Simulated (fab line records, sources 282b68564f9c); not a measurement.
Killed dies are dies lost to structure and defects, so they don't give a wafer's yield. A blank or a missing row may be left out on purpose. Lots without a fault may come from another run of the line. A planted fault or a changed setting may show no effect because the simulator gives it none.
A struck lot beside a sound one | flow rit_cmos | 15 steps out of a route of 202
Sound: wafers L469.2, L469.4, L469.5. Struck: wafer L474.3. (L474.1, L474.5 of the same lot were not struck and are left out.) The cause comes at the end.
At each step with rows: each side's tool, then ch and its chambers, then its first start. Under that, the readings that differ: sound wafers | struck wafers | difference of the means | sigmas: that difference in standard deviations of wafers without a fault.
alike: readings whose means differ by less than 2 such deviations, and words and numbers that are the same on both sides. not compared: withheld readings, readings that some wafer has no value for, bounds like >300 that may hide the same value, and numbers for which the record gives no deviation and whose values overlap.
The two part at a step that has a row with sigmas, a row that says differs or no value, or rows on one side only. Numbers that don't overlap but have no deviation are shown without sigmas and don't part them. A reading that every wafer of one side lacks parts them only if that side has two wafers or more.

RIT_SILICIDE_RTA_06: time 10 s, ramp up 5 s, ramp down 10 s.
  sound on rtp_anneal-01 ch 0, day 4 05:05; struck on rtp_anneal-02 ch 0, day 5 09:42
  alike: wafer_temp_C_max
RIT_CONTACT_CVD_00: deposits SiO2 from TEOS, target thk 400 nm, time 61 s.
  sound on pecvd-01 ch 0,1,2, day 4 05:08; struck on pecvd-02 ch 0, day 5 09:46
  alike: heater_power_w
RIT_CONTACT_THK_MEAS_01:
  sound on film_metro-02, day 4 05:12; struck on film_metro-03, day 5 09:49
  alike: CONTACT_TEOS_THK
then, 6 steps without rows for these wafers: RIT_CONTACT_HMDS_02 (prime time 60 s); RIT_CONTACT_COAT_03 (resist thk 1000 nm); RIT_CONTACT_SOFTBAKE_04 (time 58.15 s); RIT_CONTACT_EXPOSE_05 (exposes mask M11, target cd 1000 nm); RIT_CONTACT_PEB_06; RIT_CONTACT_DEVELOP_07 (develop time 120 s).
RIT_CONTACT_CD_MEAS_08: target cd 1000 nm.
  sound on cd_sem-01, day 4 06:22; struck on cd_sem-02, day 5 10:51
  alike: cd_nm
RIT_CONTACT_OVL_MEAS_09:
  sound on overlay-02, day 4 06:28; struck on overlay-01, day 5 10:58
  alike: CONTACT_OVL
then, 1 step without rows for these wafers: RIT_CONTACT_HARDBAKE_10 (time 60 s).
RIT_CONTACT_ETCH_11: etches SiO2 in CHF3/CF4/Ar, stops on TiSi2, target depth 480 nm, time 320 s.
  sound on rie_diel-03 ch 0,3, day 4 06:39; struck on rie_diel-03 ch 2, day 5 11:09
  reading                                      | sound             | struck | difference | sigmas
  run_length_s (s)                             | 348.4 348.1 348.4 | 476.2  | +127.9     | +99 or more
  throttle_valve_pct (%)                       | 8.77 8.84 8.80    | 9.13   | +0.33      | +3
  model.NOVOLAK_of_CONTACT_COAT_03.thk_nm (nm) | 766.8 765.1 770.9 | 723.9  | -43.7      |
  alike: chamber_pressure_mTorr, drypump_motor_current_A, oes_product_au
  not compared: rf_hours_counter_h
RIT_CONTACT_STRIP_12: strips in O2, time 180 s.
  sound on plasma_asher-02 ch 0,1, day 4 06:50; struck on plasma_asher-03 ch 0, day 5 11:21
  alike: chamber_pressure_mTorr, drypump_motor_current_A, o2_flow_sccm
  not compared: rf_hours_counter_h
RIT_M1_PROBE_99:
  sound on prober-01, day 4 11:34; struck on prober-02, day 5 16:22
  reading                                                 | sound                | struck | difference | sigmas
  killed_at_contacts                                      | 0 0 0                | 1      | +1         | +4
  model.etest.nmos_0p15.junction_log10_a_um               | -13.69 -13.76 -13.73 | -11.28 | +2.45      |
  model.etest.gate_end_array.leak_log10_a_um              | -12.9 -12.75 -12.89  | -11.02 | +1.83      |
  model.etest.nmos_0p3.off_log10_a_um                     | -13.17 -13.03 -13.09 | -11.27 | +1.83      |
  model.etest.nmos_narrow.off_log10_a_um                  | -13.27 -13.33 -13.38 | -11.27 | +2.06      |
  model.etest.pmos_0p15.junction_log10_a_um               | -13.82 -13.82 -13.9  | -12.27 | +1.58      |
  model.etest.contact_diode_array.leak_log10_a (angstrom) | -9.687 -9.434 -9.655 | -7.946 | +1.646     |
  model.etest.pmos_0p3.off_log10_a_um                     | -13.08 -12.96 -12.86 | -12.21 | +0.76      |
  model.etest.antenna_contact.gate_log10_a_cm2            | -6.219 -6.103 -6.141 | -5.643 | +0.511     |
  alike: killed_at_front_end, killed_dies, killed_open, killed_short

WHERE THEY PART
First at RIT_CONTACT_ETCH_11; last, within this record, at RIT_M1_PROBE_99.

WHY: what the simulator had put in
Process parameter drift: rie_diel-03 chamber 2, from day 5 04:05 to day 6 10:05, at RIT_CONTACT_ETCH_11. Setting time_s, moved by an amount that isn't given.
